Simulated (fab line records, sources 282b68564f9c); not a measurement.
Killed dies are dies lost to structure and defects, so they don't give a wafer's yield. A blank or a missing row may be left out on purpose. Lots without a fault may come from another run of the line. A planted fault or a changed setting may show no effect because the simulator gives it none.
Which tool did it? | flow rit_cmos | 14 lots, 42 wafers sampled, at 2 steps of a route of 202

WHAT THE GAUGES READ, wafer by wafer
The record holds no reading of a measuring or inspecting step that can be judged against a usual standard deviation.

WHICH TOOL RAN EACH LOT (tool, then ch and the chambers of the sampled wafers, then the start)
lot  | RIT_NWELL_SOFTBAKE_02            | RIT_M1_PROBE_99
L188 | litho_track-02 ch 0, day 1 21:07 | -
L189 | litho_track-03 ch 0, day 2 03:38 | -
L191 | litho_track-03 ch 0, day 2 11:36 | -
L192 | litho_track-03 ch 0, day 2 15:40 | -
L193 | litho_track-03 ch 0, day 2 20:46 | -
L194 | litho_track-03 ch 0, day 3 05:08 | -
L196 | litho_track-04 ch 0, day 3 15:55 | -
L197 | litho_track-03 ch 0, day 3 17:53 | -
L199 | litho_track-03 ch 0, day 4 06:55 | -
L200 | litho_track-03 ch 0, day 4 12:47 | -
L206 | litho_track-02 ch 0, day 5 14:14 | prober-02, day 7 06:47
L207 | litho_track-04 ch 0, day 5 19:40 | -
L208 | litho_track-04 ch 0, day 6 02:19 | -
L211 | litho_track-02 ch 0, day 6 14:34 | -
- RIT_NWELL_SOFTBAKE_02: time 60 s.
- RIT_M1_PROBE_99

WHAT THE TOOLS THEMSELVES READ (means of the sampled wafers that have a number; where no wafer has one, the mark that the record gives instead)
RIT_NWELL_SOFTBAKE_02.
lot  | tool           | run_length_s (s)
L188 | litho_track-02 | 89.13
L189 | litho_track-03 | 89.22
L191 | litho_track-03 | 89.29
L192 | litho_track-03 | 89.07
L193 | litho_track-03 | 89.16
L194 | litho_track-03 | 89.18
L196 | litho_track-04 | 88.77
L197 | litho_track-03 | 89.13
L199 | litho_track-03 | 100.88
L200 | litho_track-03 | 100.87
L206 | litho_track-02 | 89.18
L207 | litho_track-04 | 88.82
L208 | litho_track-04 | 88.81
L211 | litho_track-02 | 89.05

RIT_M1_PROBE_99.
lot  | tool      | killed_at_contacts | killed_at_front_end | killed_dies | killed_open | killed_short
L206 | prober-02 | 0.0                | 5                   | 5           | 1.7         | 3.3

THE ANSWER, worked out from the rows above alone
Rule: what is usual is taken from the lots themselves. Put in order of their means at a reading, lots are off if they are a third of the lots or fewer, leave a main group of 4 or more, and stand apart from it by a gap of 3 or more times the standard deviation of the main group's means; of several such gaps the widest counts. A main group whose means are all the same, to the digits that the tables above print for the reading, isn't used. A lot without any number at a reading at which 4 lots or more have one is off too. The other lots that the step has rows for count as sound. The gauges are gone through in route order, then the tools' own readings, and for those a lot's mean is taken as printed above. The first step at which some lot is off is used, and at that step the reading that is off furthest; a lot without a number counts as furthest.
Off: L199, L200, at RIT_NWELL_SOFTBAKE_02 (run_length_s). The main group: mean 89.07 s, standard deviation 0.17.
A tool fits if, at that step or a process step before it, it ran every lot that is off, and no sound lot after the first of them. One fits: litho_track-03 at RIT_NWELL_SOFTBAKE_02. Its last sound lot is L197 (day 3 17:53), its first lot that is off L199 (day 4 06:55): a fault that began between those two fits.
The tool's own readings at RIT_NWELL_SOFTBAKE_02 bear it out: on the lots that are off they differ by more than 5 times the standard deviation of the sound lots' means. run_length_s reads 100.88 s there against 89.07 s on the sound lots.

WHAT THE SIMULATOR HAD PUT IN
Process parameter drift: litho_track-03, from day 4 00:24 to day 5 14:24, at RIT_NWELL_SOFTBAKE_02. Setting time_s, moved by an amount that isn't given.
Lots struck among those shown: L199, L200. The rule above found the same.
